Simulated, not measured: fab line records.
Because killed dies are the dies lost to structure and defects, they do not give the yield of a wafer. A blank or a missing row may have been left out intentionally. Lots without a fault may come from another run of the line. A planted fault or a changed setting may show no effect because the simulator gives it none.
The tool behind it: which one? | flow berkeley_cmos170 | 14 lots with 42 wafers sampled at 3 steps, on a route of 331 steps

## WHAT THE GAUGES READ, wafer by wafer
UCB170_SILICIDE_RS_MEAS_02: measurement is done with a four-point probe.
lot  | measured     | on            | SILICIDE_TI_RS (ohm/sq)
L851 | day 7 04:37  | film_metro-03 | 26.68 26.70 26.50
L852 | day 7 04:55  | film_metro-03 | 26.06 26.19 26.08
L854 | day 7 12:05  | film_metro-04 | 26.71 26.55 26.78
L855 | day 8 02:04  | film_metro-04 | 26.02 26.21 26.09
L856 | day 8 02:24  | film_metro-04 | 25.92 26.07 25.85
L858 | day 8 13:02  | film_metro-04 | 25.94 25.99 26.27
L862 | day 9 17:20  | film_metro-03 | 24.68 24.62 24.77
L864 | day 9 23:23  | film_metro-02 | 25.19 25.21 25.07
L866 | day 10 11:41 | film_metro-02 | 26.22 26.37 25.88
L867 | day 10 11:41 | film_metro-04 | 26.00 25.94 25.93
L868 | day 11 00:53 | film_metro-04 | 26.13 26.12 25.97
L869 | day 11 00:56 | film_metro-02 | 26.17 26.35 26.48
L873 | day 11 10:32 | film_metro-04 | 25.83 25.94 26.08
L872 | day 11 11:05 | film_metro-03 | 26.68 26.61 26.78

UCB170_SILICIDE_THK_MEAS_03: measures by xrf.
lot  | measured     | on            | SILICIDE_TI_THK (nm)
L851 | day 7 04:43  | film_metro-03 | 29.1 29.1 29.2
L852 | day 7 05:02  | film_metro-03 | 29.5 29.5 29.6
L854 | day 7 12:13  | film_metro-04 | 29.3 29.4 29.1
L855 | day 8 02:10  | film_metro-04 | 29.9 29.7 29.6
L856 | day 8 02:31  | film_metro-04 | 30.0 29.9 30.1
L858 | day 8 13:08  | film_metro-04 | 29.8 29.8 29.7
L862 | day 9 17:27  | film_metro-03 | 30.9 31.0 31.0
L864 | day 9 23:31  | film_metro-02 | 30.4 30.3 30.5
L866 | day 10 11:49 | film_metro-02 | 29.3 29.3 29.7
L867 | day 10 11:49 | film_metro-04 | 29.8 29.8 29.9
L868 | day 11 01:00 | film_metro-04 | 29.9 29.7 29.8
L869 | day 11 01:02 | film_metro-02 | 29.5 29.4 29.2
L873 | day 11 10:38 | film_metro-04 | 30.1 30.0 29.7
L872 | day 11 11:12 | film_metro-03 | 28.9 29.2 28.9

## TOOL THAT RAN EACH LOT (tool first, then ch and the chambers of the sampled wafers, then the start)
lot  | UCB170_SILICIDE_SPUTTER_01
L851 | pvd_sputter-04, day 7 04:34
L852 | pvd_sputter-02, day 7 04:53
L854 | pvd_sputter-04, day 7 12:04
L855 | pvd_sputter-01, day 8 02:00
L856 | pvd_sputter-04, day 8 02:21
L858 | pvd_sputter-02, day 8 12:58
L862 | pvd_sputter-04, day 9 17:17
L864 | pvd_sputter-04, day 9 23:22
L866 | pvd_sputter-02, day 10 11:40
L867 | pvd_sputter-01, day 10 11:40
L868 | pvd_sputter-01, day 11 00:51
L869 | pvd_sputter-02, day 11 00:51
L873 | pvd_sputter-02, day 11 10:29
L872 | pvd_sputter-01, day 11 11:03
- UCB170_SILICIDE_SPUTTER_01: material Ti, target thk 30 nm, time 25 s.

## WHAT THE TOOLS THEMSELVES READ (means of the sampled wafers that have a number; where no wafer has one, the mark that the record gives instead)
UCB170_SILICIDE_SPUTTER_01.
lot  | tool           | chamber_pressure_pa (Pa) | throttle_valve_pct (%)
L851 | pvd_sputter-04 | 0.5003                   | 30.8
L852 | pvd_sputter-02 | 0.4996                   | 28.8
L854 | pvd_sputter-04 | 0.5013                   | 30.8
L855 | pvd_sputter-01 | 0.4994                   | 30.0
L856 | pvd_sputter-04 | 0.5000                   | 30.3
L858 | pvd_sputter-02 | 0.4998                   | 30.3
L862 | pvd_sputter-04 | 0.4989                   | 30.5
L864 | pvd_sputter-04 | 0.5006                   | 30.9
L866 | pvd_sputter-02 | 0.4996                   | 29.7
L867 | pvd_sputter-01 | 0.5004                   | 30.6
L868 | pvd_sputter-01 | 0.5012                   | 29.7
L869 | pvd_sputter-02 | 0.4984                   | 29.6
L873 | pvd_sputter-02 | 0.4991                   | 29.6
L872 | pvd_sputter-01 | 0.4990                   | 29.9

## THE ANSWER, worked out from the rows above alone
Rule: what is usual is taken from the lots themselves. Put in order of their means at a reading, lots are off if they are a third of the lots or fewer, leave a main group of 4 or more, and stand apart from it by a gap of 3 or more times the standard deviation of the main group's means; of several such gaps the widest counts. If all means in a main group match to the digits the tables above print for the reading, that group is not used. Also off: a lot with no number at a reading for which 4 or more lots have one. All remaining lots with rows at the step are treated as sound. After the gauges, taken in route order, come the tools' own readings; for these a lot's mean is taken, as printed above. At the first step where some lot is off, the reading lying furthest off is the one used; lots without a number count as furthest.
No lot is off on any of the readings shown, so nothing can be concluded from this.

## WHAT WAS PUT IN BY THE SIMULATOR
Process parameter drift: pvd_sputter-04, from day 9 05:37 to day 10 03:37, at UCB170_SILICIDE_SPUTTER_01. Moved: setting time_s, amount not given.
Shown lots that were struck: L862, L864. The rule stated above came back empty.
